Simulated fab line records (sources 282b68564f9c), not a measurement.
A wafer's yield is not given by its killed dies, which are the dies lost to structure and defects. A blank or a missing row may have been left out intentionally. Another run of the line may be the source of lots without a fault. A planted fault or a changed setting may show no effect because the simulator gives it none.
Lot-split experiment / flow ritCmos / on a route of 202 steps: 5 lots, 23 wafers read

ABOUT THE SPLIT
At RIT_M1_EXPOSE_06 (exposes mask M12, target cd 2600 nm), the setting doseMj was moved away from the recipe's 250 on 11 of the 23 wafers read, by -7.1% to +3.0%. For the rest of the wafers, this setting stayed at what the recipe calls for.

FROM THE SPLIT TO THE READING: what the file shows between them, 6 steps
- RIT_M1_PEB_07
- RIT_M1_DEVELOP_08: develop time 68 s
- RIT_M1_CD_MEAS_09: target cd 2600 nm
- RIT_M1_METAL_ETCH_12: etches Al in Cl2/BCl3, stops on SiO2, time 165 s, target depth 600 nm (also split here: rfW)
- RIT_M1_STRIP_13: strips in nmp, time 600 s
- RIT_M1_STRIP_14: strips in O2, time 180 s

THE READING
Shown in nm: cdNm at RIT_M1_CD_MEAS_90, with target cd 2600 nm. Typical for fault-free wafers on this fab line: 2600.4 nm, with standard deviation 2.8 nm.

wafer=L078.1; tool, chamber at the split=ilineStepper-02, 0; doseMj as run=250; against the recipe=recipe; cdNm, nm=2598.4; against lot-mates on the recipe=-
wafer=L078.2; tool, chamber at the split=ilineStepper-02, 0; doseMj as run=250; against the recipe=recipe; cdNm, nm=2602.9; against lot-mates on the recipe=-
wafer=L078.3; tool, chamber at the split=ilineStepper-02, 0; doseMj as run=235.3; against the recipe=-5.9%; cdNm, nm=2618.6; against lot-mates on the recipe=+18.8
wafer=L078.4; tool, chamber at the split=ilineStepper-02, 0; doseMj as run=235.3; against the recipe=-5.9%; cdNm, nm=2617.9; against lot-mates on the recipe=+18.1
wafer=L078.6; tool, chamber at the split=ilineStepper-02, 0; doseMj as run=250; against the recipe=recipe; cdNm, nm=2598.2; against lot-mates on the recipe=-
wafer=L080.1; tool, chamber at the split=ilineStepper-01, 0; doseMj as run=250; against the recipe=recipe; cdNm, nm=2601.2; against lot-mates on the recipe=-
wafer=L080.2; tool, chamber at the split=ilineStepper-01, 0; doseMj as run=250; against the recipe=recipe; cdNm, nm=2605.2; against lot-mates on the recipe=-
wafer=L080.3; tool, chamber at the split=ilineStepper-01, 0; doseMj as run=257.4; against the recipe=+3.0%; cdNm, nm=2585.9; against lot-mates on the recipe=-17.3
wafer=L080.4; tool, chamber at the split=ilineStepper-01, 0; doseMj as run=257.4; against the recipe=+3.0%; cdNm, nm=2594.4; against lot-mates on the recipe=-8.8
wafer=L080.5; tool, chamber at the split=ilineStepper-01, 0; doseMj as run=257.4; against the recipe=+3.0%; cdNm, nm=2590.7; against lot-mates on the recipe=-12.5
wafer=L081.1; tool, chamber at the split=ilineStepper-02, 0; doseMj as run=240.9; against the recipe=-3.6%; cdNm, nm=2605.6; against lot-mates on the recipe=+2.7
wafer=L081.2; tool, chamber at the split=ilineStepper-02, 0; doseMj as run=250; against the recipe=recipe; cdNm, nm=2602.4; against lot-mates on the recipe=-
wafer=L081.4; tool, chamber at the split=ilineStepper-02, 0; doseMj as run=250; against the recipe=recipe; cdNm, nm=2603.3; against lot-mates on the recipe=-
wafer=L081.5; tool, chamber at the split=ilineStepper-02, 0; doseMj as run=240.9; against the recipe=-3.6%; cdNm, nm=2607.7; against lot-mates on the recipe=+4.8
wafer=L081.6; tool, chamber at the split=ilineStepper-02, 0; doseMj as run=240.9; against the recipe=-3.6%; cdNm, nm=2610.0; against lot-mates on the recipe=+7.1
wafer=L082.1; tool, chamber at the split=ilineStepper-01, 0; doseMj as run=232.3; against the recipe=-7.1%; cdNm, nm=2621.6; against lot-mates on the recipe=+21.6
wafer=L082.2; tool, chamber at the split=ilineStepper-01, 0; doseMj as run=250; against the recipe=recipe; cdNm, nm=2598.6; against lot-mates on the recipe=-
wafer=L082.3; tool, chamber at the split=ilineStepper-01, 0; doseMj as run=232.3; against the recipe=-7.1%; cdNm, nm=2618.0; against lot-mates on the recipe=+18.0
wafer=L082.4; tool, chamber at the split=ilineStepper-01, 0; doseMj as run=232.3; against the recipe=-7.1%; cdNm, nm=2624.4; against lot-mates on the recipe=+24.4
wafer=L082.5; tool, chamber at the split=ilineStepper-01, 0; doseMj as run=250; against the recipe=recipe; cdNm, nm=2601.4; against lot-mates on the recipe=-
wafer=L085.3; tool, chamber at the split=ilineStepper-02, 0; doseMj as run=250; against the recipe=recipe; cdNm, nm=2599.3; against lot-mates on the recipe=-
wafer=L085.5; tool, chamber at the split=ilineStepper-02, 0; doseMj as run=250; against the recipe=recipe; cdNm, nm=2595.8; against lot-mates on the recipe=-
wafer=L085.6; tool, chamber at the split=ilineStepper-02, 0; doseMj as run=250; against the recipe=recipe; cdNm, nm=2600.8; against lot-mates on the recipe=-

FIT RESULTS
A straight line over all 23 wafers: cdNm changes by -2.94 nm for each +1% of doseMj; r = -0.96; the points scatter about the line by 2.9 nm.
The same after taking each lot's own level away (the mean of its wafers on the recipe; 23 wafers): -3.1 nm for each +1%; r = -0.95; scatter 3.3 nm.
According to that fit, moving doseMj by its largest amount changes the reading by 22 nm.
The span of the lots' own levels, 2598.63 to 2603.20 nm, comes to 1.6 times the standard deviation stated above.
The two slopes are in agreement: the lot-to-lot level therefore moves the slope only a little.
Check: +20.4 nm against its lot-mates is what the line predicts for one of the wafers moved furthest among these (-7.1%) when that wafer is left out of the fit. It came out at +21.6 nm against them.

THE OTHER SPLITS THESE WAFERS WENT THROUGH
Other splits were also applied to these wafers ahead of the reading. Each is held against what the fit with the lots' levels taken away leaves over:
other split on the same wafers=RIT_CONTACT_CVD_00 timeS; wafers away from the commonest value=7; r with cdNm (lot level and that fit taken away)=-0.42
other split on the same wafers=RIT_M1_SPUTTER_00 powerW; wafers away from the commonest value=10; r with cdNm (lot level and that fit taken away)=+0.03
other split on the same wafers=RIT_M1_METAL_ETCH_12 rfW; wafers away from the commonest value=10; r with cdNm (lot level and that fit taken away)=-0.55

THE WHOLE CHAIN: every reading that the file lists as answering this split, in the file's order
step=RIT_M1_CD_MEAS_09; what it does=target cd 2600 nm; reading=cdNm; change (the file's fit)=-2.87 nm for each +1% of the setting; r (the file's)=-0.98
step=RIT_M1_METAL_ETCH_12; what it does=etches Al in Cl2/BCl3, stops on SiO2, time 165 s, target depth 600 nm; reading=M1.cdNm (the simulator's own value, which no gauge read); change (the file's fit)=-2.97 nm for each +1% of the setting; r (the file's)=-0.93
step=RIT_M1_CD_MEAS_90; what it does=target cd 2600 nm; reading=cdNm; change (the file's fit)=-2.96 nm for each +1% of the setting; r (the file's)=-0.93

THE FILE'S OWN FIT
cdNm changes by -2.96 nm for each +1% of doseMj, r = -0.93.
